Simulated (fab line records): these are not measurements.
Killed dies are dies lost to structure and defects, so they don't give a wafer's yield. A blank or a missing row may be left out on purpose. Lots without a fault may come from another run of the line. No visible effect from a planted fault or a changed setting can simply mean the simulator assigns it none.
fab line records    flow rit-cmos
record: lots: 14  wafers: 42  last-day: 7
route steps=202 shown FOX1@21 FOX2@24 NWELL@38 GATE@77 M1@202
lots untouched by any fault: they come from a run of this same line in which no faults occurred
start-h: the number of hours between the record's first day and the start of the first shown wafer of the lot    wait-h: time in hours since the lot's previous step    " unchanged from the row above    L1.1+2: a single row standing in for several wafers    - no value present, or no start provided    * or withheld: withheld    < > ~ a bound
route shown NAME@n: a module of which the file shows steps, and the number in the route of the first    usual: mean/standard deviation of fault-free wafers    same: alike in all rows    chamber/n: place in a boat    sites: per-site readings    _std_site: the standard deviation of these    _edge_site: mean of outer sites minus mean of inner sites    radius-mm: for every site, how far away it sits from the centre of the wafer    mask NAME#n: copy n    behind: the most recent tool/chamber to have shaped the wafer    hold: cause of the lot's hold/its duration in hours/its outcome    device: the transistor (n, p or np) that didn't switch    end of line: the route-end tests of the same wafers    a step with no rows: only its recipe    killed: dies that structure and defects cost at the first sort, which is not the same as the wafer's yield    map: dies across one wafer; x = killed, . = not, _ = none there
set.NAME: the setting as run; set.NAME@STEP: as run at that earlier step    model.NAME: the simulator's own value behind a step, which no gauge read
one table for each step of the route and one row for each wafer, over a sample of lots
== steps ==
step: RIT_FOX1_THK_MEAS_01
recipe: reads: SiO2_of_FOX1_OXIDATION_00
usual: FOX1_OXIDE_THK: 353/6.8
lot.wafer  tool           chamber  start-h  wait-h  FOX1_OXIDE_THK[nm]
L441.4     film-metro-04  -        23.62    0.0     356
L441.5     "              -        "        "       355
L441.6     "              -        "        "       355
L442.3     film-metro-02  -        28.39    0.0     344
L442.5     "              -        "        "       347
L442.6     "              -        "        "       353
L443.2     film-metro-03  -        33.29    0.0     353
L443.4     "              -        "        "       353
L443.5     "              -        "        "       347
L444.1     film-metro-04  -        38.75    0.0     364
L444.2     "              -        "        "       363
L444.4     "              -        "        "       358
L445.1     film-metro-03  -        44.06    0.0     354
L445.2     "              -        "        "       347
L445.4     "              -        "        "       351
L447.3     film-metro-02  -        56.12    0.0     350
L447.5     "              -        "        "       346
L447.6     "              -        "        "       351
L448.2     film-metro-03  -        61.42    0.0     355
L448.4     "              -        "        "       355
L448.6     "              -        "        "       352
L449.2     film-metro-03  -        63.47    0.0     353
L449.5     "              -        "        "       356
L449.6     "              -        "        "       353
L450.2     film-metro-02  -        68.38    0.0     342
L450.3     "              -        "        "       346
L450.4     "              -        "        "       350
L452.3     film-metro-02  -        80.27    0.0     353
L452.4     "              -        "        "       353
L452.5     "              -        "        "       350
L454.1     film-metro-03  -        88.99    0.0     350
L454.3     "              -        "        "       350
L454.4     "              -        "        "       350
L456.3     film-metro-03  -        99.61    0.0     359
L456.5     "              -        "        "       367
L456.6     "              -        "        "       366
L460.2     film-metro-03  -        117.66   0.0     362
L460.4     "              -        "        "       361
L460.5     "              -        "        "       358
L463.2     film-metro-02  -        133.13   0.0     346
L463.5     "              -        "        "       345
L463.6     "              -        "        "       345
step: RIT_FOX2_THK_MEAS_01
recipe: reads: SiO2_of_FOX2_OXIDATION_00
usual: FOX2_OXIDE_THK: 351/6.5
lot.wafer  tool           chamber  start-h  wait-h  FOX2_OXIDE_THK[nm]
L441.4     film-metro-03  -        25.11    0.0     354
L441.5     "              -        "        "       350
L441.6     "              -        "        "       352
L442.3     film-metro-01  -        29.89    0.0     355
L442.5     "              -        "        "       356
L442.6     "              -        "        "       356
L443.2     film-metro-04  -        34.78    0.0     344
L443.4     "              -        "        "       352
L443.5     "              -        "        "       349
L444.1     film-metro-04  -        40.25    0.0     349
L444.2     "              -        "        "       343
L444.4     "              -        "        "       345
L445.1     film-metro-03  -        45.56    0.0     354
L445.2     "              -        "        "       355
L445.4     "              -        "        "       349
L447.3     film-metro-03  -        59.37    0.0     350
L447.5     "              -        "        "       349
L447.6     "              -        "        "       348
L448.2     film-metro-04  -        63.40    0.0     355
L448.4     "              -        "        "       353
L448.6     "              -        "        "       348
L449.2     film-metro-01  -        64.96    0.0     347
L449.5     "              -        "        "       343
L449.6     "              -        "        "       344
L450.2     film-metro-01  -        72.19    0.0     356
L450.3     "              -        "        "       348
L450.4     "              -        "        "       349
L452.3     film-metro-03  -        81.76    0.0     357
L452.4     "              -        "        "       354
L452.5     "              -        "        "       354
L454.1     film-metro-04  -        90.56    0.0     348
L454.3     "              -        "        "       346
L454.4     "              -        "        "       352
L456.3     film-metro-04  -        101.17   0.0     362
L456.5     "              -        "        "       366
L456.6     "              -        "        "       365
L460.2     film-metro-04  -        119.15   0.0     350
L460.4     "              -        "        "       350
L460.5     "              -        "        "       351
L463.2     film-metro-04  -        134.62   0.0     339
L463.5     "              -        "        "       338
L463.6     "              -        "        "       338
step: RIT_NWELL_TW_MEAS_10
usual: NWELL_TW: 2122/16
lot.wafer  tool           chamber  start-h  wait-h  NWELL_TW
L441.4     film-metro-02  -        27.78    0.1     2122
L441.5     "              -        "        "       2110
L441.6     "              -        "        "       2126
L442.3     film-metro-02  -        32.59    0.1     2113
L442.5     "              -        "        "       2120
L442.6     "              -        "        "       2130
L443.2     film-metro-04  -        37.58    0.1     2119
L443.4     "              -        "        "       2122
L443.5     "              -        "        "       2103
L444.1     film-metro-04  -        42.75    0.1     2114
L444.2     "              -        "        "       2106
L444.4     "              -        "        "       2119
L445.1     film-metro-01  -        48.47    0.5     2138
L445.2     "              -        "        "       2134
L445.4     "              -        "        "       2131
L447.3     film-metro-04  -        62.68    0.1     2105
L447.5     "              -        "        "       2105
L447.6     "              -        "        "       2112
L448.2     film-metro-02  -        65.89    0.1     2113
L448.4     "              -        "        "       2108
L448.6     "              -        "        "       2121
L449.2     film-metro-04  -        68.15    0.1     2099
L449.5     "              -        "        "       2107
L449.6     "              -        "        "       2105
L450.2     film-metro-04  -        74.62    0.1     2111
L450.3     "              -        "        "       2108
L450.4     "              -        "        "       2121
L452.3     film-metro-01  -        84.19    0.1     2146
L452.4     "              -        "        "       2154
L452.5     "              -        "        "       2139
L454.1     film-metro-02  -        93.05    0.1     2123
L454.3     "              -        "        "       2124
L454.4     "              -        "        "       2115
L456.3     film-metro-01  -        103.67   0.1     2131
L456.5     "              -        "        "       2133
L456.6     "              -        "        "       2146
L460.2     film-metro-02  -        121.70   0.1     2139
L460.4     "              -        "        "       2137
L460.5     "              -        "        "       2144
L463.2     film-metro-02  -        137.21   0.1     2149
L463.5     "              -        "        "       2138
L463.6     "              -        "        "       2138
step: RIT_GATE_CLEAN_02
recipe: chemistry: dHF  dilution: 50:1  time-s: 30
usual: run-length-s: 58.1/2.3
lot.wafer  tool          chamber  start-h  wait-h  run-length-s
L441.4     wet-bench-04  1        38.76    0.0     61.5
L441.5     "             1        "        "       61.5
L441.6     "             1        "        "       61.5
L442.3     wet-bench-03  1        44.49    0.0     56.4
L442.5     "             1        "        "       56.4
L442.6     "             1        "        "       56.4
L443.2     wet-bench-03  1        48.79    0.0     62.4
L443.4     "             1        "        "       62.4
L443.5     "             1        "        "       62.4
L444.1     wet-bench-02  1        53.97    0.0     60.4
L444.2     "             1        "        "       60.4
L444.4     "             1        "        "       60.4
L445.1     wet-bench-02  2        59.34    0.0     62.3
L445.2     "             2        "        "       62.3
L445.4     "             2        "        "       62.3
L447.3     wet-bench-03  1        73.15    0.0     57.1
L447.5     "             1        "        "       57.1
L447.6     "             1        "        "       57.1
L448.2     wet-bench-04  2        76.99    0.0     57.7
L448.4     "             2        "        "       57.7
L448.6     "             2        "        "       57.7
L449.2     wet-bench-03  0        80.81    0.0     57.7
L449.5     "             0        "        "       57.7
L449.6     "             0        "        "       57.7
L450.2     wet-bench-04  1        86.46    0.0     56.4
L450.3     "             1        "        "       56.4
L450.4     "             1        "        "       56.4
L452.3     wet-bench-02  1        95.70    0.0     61.3
L452.4     "             1        "        "       61.3
L452.5     "             1        "        "       61.3
L454.1     wet-bench-03  1        104.61   0.0     57.4
L454.3     "             1        "        "       57.4
L454.4     "             1        "        "       57.4
L456.3     wet-bench-03  1        114.72   0.0     78.2
L456.5     "             1        "        "       78.2
L456.6     "             1        "        "       78.2
L460.2     wet-bench-03  3        132.52   0.0     71.8
L460.4     "             3        "        "       71.8
L460.5     "             3        "        "       71.8
L463.2     wet-bench-04  2        148.80   0.0     56.0
L463.5     "             2        "        "       56.0
L463.6     "             2        "        "       56.0
step: RIT_M1_PROBE_99
usual: killed-at-contacts: 0.0/0.22  killed-at-front-end: 6.6/3  killed-dies: 6.6/3  killed-open: 3.4/2  killed-short: 3.2/2
same: gross-dies: 264  killed_at_M0_to_M3: 0  killed_at_M4_up: 0  killed-at-back-side: 0  killed-at-other: 0
lot.wafer  tool       chamber  start-h  wait-h  killed-at-contacts  killed-at-front-end  killed-dies  killed-open  killed-short
L441.4     prober-02  -        69.37    0.2     1                   8                    9            3            6
L441.5     prober-02  -        69.42    0.2     0                   7                    7            4            3
L441.6     prober-02  -        69.47    0.2     0                   8                    8            3            5
L442.3     prober-01  -        72.52    0.2     0                   9                    9            5            4
L442.5     prober-01  -        72.62    0.2     0                   8                    8            5            3
L442.6     prober-01  -        72.67    0.2     0                   5                    5            1            4
L443.2     prober-02  -        78.75    0.1     0                   13                   13           7            6
L443.4     prober-02  -        78.85    0.2     0                   7                    7            4            3
L443.5     prober-02  -        78.90    0.2     0                   4                    4            4            0
L444.1     prober-01  -        83.20    0.1     0                   4                    4            2            2
L444.2     prober-01  -        83.25    0.1     0                   9                    9            5            4
L444.4     prober-01  -        83.35    0.2     0                   5                    5            3            2
L445.1     prober-02  -        88.04    0.1     0                   10                   10           3            7
L445.2     prober-02  -        88.09    0.1     0                   5                    5            2            3
L445.4     prober-02  -        88.19    0.2     0                   12                   12           8            4
L447.3     prober-02  -        101.40   0.2     0                   6                    6            5            1
L447.5     prober-02  -        101.50   0.2     0                   4                    4            0            4
L447.6     prober-02  -        101.55   0.2     0                   8                    8            4            4
L448.2     prober-01  -        105.42   0.1     0                   6                    6            4            2
L448.4     prober-01  -        105.52   0.2     0                   6                    6            1            5
L448.6     prober-01  -        105.62   0.2     0                   4                    4            1            3
L449.2     prober-02  -        108.87   0.1     0                   3                    3            2            1
L449.5     prober-02  -        109.02   0.2     0                   4                    4            1            3
L449.6     prober-02  -        109.07   0.2     0                   6                    6            1            5
L450.2     prober-01  -        114.86   0.1     0                   9                    9            4            5
L450.3     prober-01  -        114.91   0.2     0                   2                    2            2            0
L450.4     prober-01  -        114.96   0.2     0                   8                    8            6            2
L452.3     prober-01  -        122.85   0.2     0                   1                    1            0            1
L452.4     prober-01  -        122.90   0.2     0                   7                    7            3            4
L452.5     prober-01  -        122.95   0.2     0                   5                    5            3            2
L454.1     prober-02  -        133.28   0.1     0                   3                    3            1            2
L454.3     prober-02  -        133.38   0.2     0                   2                    2            2            0
L454.4     prober-02  -        133.43   0.2     0                   11                   11           8            3
L456.3     prober-02  -        142.12   0.2     0                   8                    8            4            4
L456.5     prober-02  -        142.22   0.2     0                   6                    6            3            3
L456.6     prober-02  -        142.27   0.2     0                   5                    5            0            5
L460.2     prober-02  -        158.69   0.1     0                   12                   12           6            6
L460.4     prober-02  -        158.79   0.2     0                   2                    2            1            1
L460.5     prober-02  -        158.84   0.2     1                   8                    9            9            0
L463.2     prober-01  -        177.33   0.1     0                   7                    7            4            3
L463.5     prober-01  -        177.48   0.2     0                   9                    9            7            2
L463.6     prober-01  -        177.53   0.2     0                   6                    6            4            2
killed by level:class
L441.4 GATE:geometric-particle:short=4 FOX1:geometric-particle:open=1 FOX2:geometric-particle:open=1 REOX:geometric-particle:open=1 SPACER:geometric-particle:short=1 CONTACT:geometric-particle:short=1
L441.5 FOX2:geometric-particle:open=2 SPACER:geometric-particle:short=2 GATE:geometric-particle:open=1 GATE:geometric-particle:short=1 REOX:geometric-particle:open=1
L441.6 GATE:geometric-particle:short=3 GATE:geometric-particle:open=2 FOX1:geometric-particle:short=1 REOX:geometric-particle:short=1 SILICIDE:geometric-particle:open=1
L442.3 GATE:geometric-particle:short=3 GATE:geometric-particle:open=3 REOX:geometric-particle:open=1 SPACER:geometric-particle:open=1 SILICIDE:geometric-particle:short=1
L442.5 GATE:geometric-particle:open=3 GATE:geometric-particle:short=1 REOX:geometric-particle:open=1 SPACER:geometric-particle:short=1 SPACER:geometric-particle:open=1 SILICIDE:geometric-particle:short=1
L442.6 REOX:geometric-particle:short=2 GATE:geometric-particle:short=1 GATE:geometric-particle:open=1 SPACER:geometric-particle:short=1
L443.2 FOX1:geometric-particle:short=3 GATE:geometric-particle:open=3 FOX1:geometric-particle:open=1 FOX2:geometric-particle:open=1 FOX2:geometric-particle:short=1 REOX:geometric-particle:short=1 REOX:geometric-particle:open=1 SPACER:geometric-particle:open=1
L443.4 REOX:geometric-particle:open=2 FOX1:geometric-particle:open=1 GATE:geometric-particle:short=1 GATE:geometric-particle:open=1 REOX:geometric-particle:short=1 SPACER:geometric-particle:short=1
L443.5 GATE:geometric-particle:open=3 FOX1:geometric-particle:open=1
L444.1 GATE:geometric-particle:open=2 FOX1:geometric-particle:short=1 FOX2:geometric-particle:short=1
L444.2 GATE:geometric-particle:open=3 GATE:geometric-particle:short=2 SPACER:geometric-particle:open=2 FOX2:geometric-particle:short=1 REOX:geometric-particle:short=1
L444.4 GATE:geometric-particle:open=2 FOX2:geometric-particle:open=1 GATE:geometric-particle:short=1 REOX:geometric-particle:short=1
L445.1 GATE:geometric-particle:short=4 GATE:geometric-particle:open=2 FOX1:geometric-particle:open=1 FOX2:geometric-particle:short=1 SPACER:geometric-particle:short=1 SILICIDE:geometric-particle:short=1
L445.2 GATE:geometric-particle:short=2 FOX1:geometric-particle:short=1 GATE:geometric-particle:open=1 SILICIDE:geometric-particle:open=1
L445.4 REOX:geometric-particle:open=3 FOX1:geometric-particle:open=2 FOX1:geometric-particle:short=2 GATE:geometric-particle:short=1 GATE:geometric-particle:open=1 SPACER:geometric-particle:open=1 SPACER:geometric-particle:short=1 SILICIDE:geometric-particle:open=1
L447.3 GATE:geometric-particle:open=3 GATE:geometric-particle:short=1 REOX:geometric-particle:open=1 SILICIDE:geometric-particle:open=1
L447.5 FOX1:geometric-particle:short=1 FOX2:geometric-particle:short=1 GATE:geometric-particle:short=1 SPACER:geometric-particle:short=1
L447.6 GATE:geometric-particle:open=3 FOX1:geometric-particle:short=2 GATE:geometric-particle:short=2 FOX1:geometric-particle:open=1
L448.2 GATE:geometric-particle:open=3 REOX:geometric-particle:short=1 SPACER:geometric-particle:short=1 SILICIDE:geometric-particle:open=1
L448.4 GATE:geometric-particle:short=4 FOX2:geometric-particle:open=1 REOX:geometric-particle:short=1
L448.6 SILICIDE:geometric-particle:short=2 FOX1:geometric-particle:open=1 GATE:geometric-particle:short=1
L449.2 GATE:geometric-particle:open=2 FOX1:geometric-particle:short=1
L449.5 GATE:geometric-particle:short=2 FOX2:geometric-particle:open=1 SPACER:geometric-particle:short=1
L449.6 FOX2:geometric-particle:short=2 FOX1:geometric-particle:short=1 GATE:geometric-particle:open=1 GATE:geometric-particle:short=1 REOX:geometric-particle:short=1
L450.2 GATE:geometric-particle:open=3 FOX1:geometric-particle:short=1 FOX2:geometric-particle:short=1 GATE:geometric-particle:short=1 SPACER:geometric-particle:short=1 SILICIDE:geometric-particle:short=1 SILICIDE:geometric-particle:open=1
L450.3 GATE:geometric-particle:open=1 REOX:geometric-particle:open=1
L450.4 GATE:geometric-particle:open=3 FOX1:geometric-particle:open=1 FOX2:geometric-particle:open=1 GATE:geometric-particle:short=1 REOX:geometric-particle:short=1 SPACER:geometric-particle:open=1
L452.3 GATE:geometric-particle:short=1
L452.4 GATE:geometric-particle:open=3 GATE:geometric-particle:short=2 FOX1:geometric-particle:short=1 REOX:geometric-particle:short=1
L452.5 GATE:geometric-particle:open=2 GATE:geometric-particle:short=1 REOX:geometric-particle:short=1 SPACER:geometric-particle:open=1
L454.1 GATE:geometric-particle:short=2 REOX:geometric-particle:open=1
L454.3 FOX1:geometric-particle:open=1 GATE:geometric-particle:open=1
L454.4 REOX:geometric-particle:open=3 FOX1:geometric-particle:open=2 GATE:geometric-particle:open=2 FOX1:geometric-particle:short=1 FOX2:geometric-particle:open=1 REOX:geometric-particle:short=1 SPACER:geometric-particle:short=1
L456.3 FOX2:geometric-particle:short=2 FOX1:geometric-particle:short=1 FOX2:geometric-particle:open=1 GATE:geometric-particle:open=1 REOX:geometric-particle:short=1 SPACER:geometric-particle:open=1 SILICIDE:geometric-particle:open=1
L456.5 GATE:geometric-particle:open=2 GATE:geometric-particle:short=2 FOX2:geometric-particle:short=1 REOX:geometric-particle:open=1
L456.6 GATE:geometric-particle:short=3 FOX2:geometric-particle:short=1 REOX:geometric-particle:short=1
L460.2 FOX1:geometric-particle:open=2 FOX2:geometric-particle:short=2 GATE:geometric-particle:open=1 GATE:geometric-particle:short=1 REOX:geometric-particle:open=1 REOX:geometric-particle:short=1 SPACER:geometric-particle:open=1 SPACER:geometric-particle:short=1
L460.4 FOX1:geometric-particle:open=1 REOX:geometric-particle:short=1
L460.5 GATE:geometric-particle:open=6 FOX1:geometric-particle:open=1 REOX:geometric-particle:open=1 CONTACT:geometric-particle:open=1
L463.2 FOX2:geometric-particle:short=2 GATE:geometric-particle:open=2 SILICIDE:geometric-particle:open=2 SILICIDE:geometric-particle:short=1
L463.5 SILICIDE:geometric-particle:open=3 GATE:geometric-particle:open=2 ACTIVE:geometric-particle:open=1 FOX1:geometric-particle:open=1 FOX2:geometric-particle:short=1 SILICIDE:geometric-particle:short=1
L463.6 SPACER:geometric-particle:short=2 SPACER:geometric-particle:open=2 SILICIDE:geometric-particle:open=2
== key ==
first-sign: step: RIT_GATE_CLEAN_02  reading: run-length-s  direction: up  sigmas: 7.5  usual: *  struck: *
effect none on later readings
met-at RIT_GATE_CLEAN_02
struck-lots L456,L460
tester-left-out L456,L460
not-acting-at RIT_FOX1_THK_MEAS_01,RIT_FOX2_THK_MEAS_01,RIT_NWELL_TW_MEAS_10
onset-between 104.61 114.72
fault: kind: process-parameter-drift  tool: wet-bench-03  chamber: -  onset-h: 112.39  steps: RIT_GATE_CLEAN_02  channel: time-s  offset: *  shape: step  end-h: 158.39  acts-in: *  stated: *
tester-left-out: of these lots the tester's yield and bins aren't shown, on N5 and GAA mostly nor the transistor test; their killed dies are dies lost to structure and defects alone, not to doping, threshold or leakage, so they don't give the yield
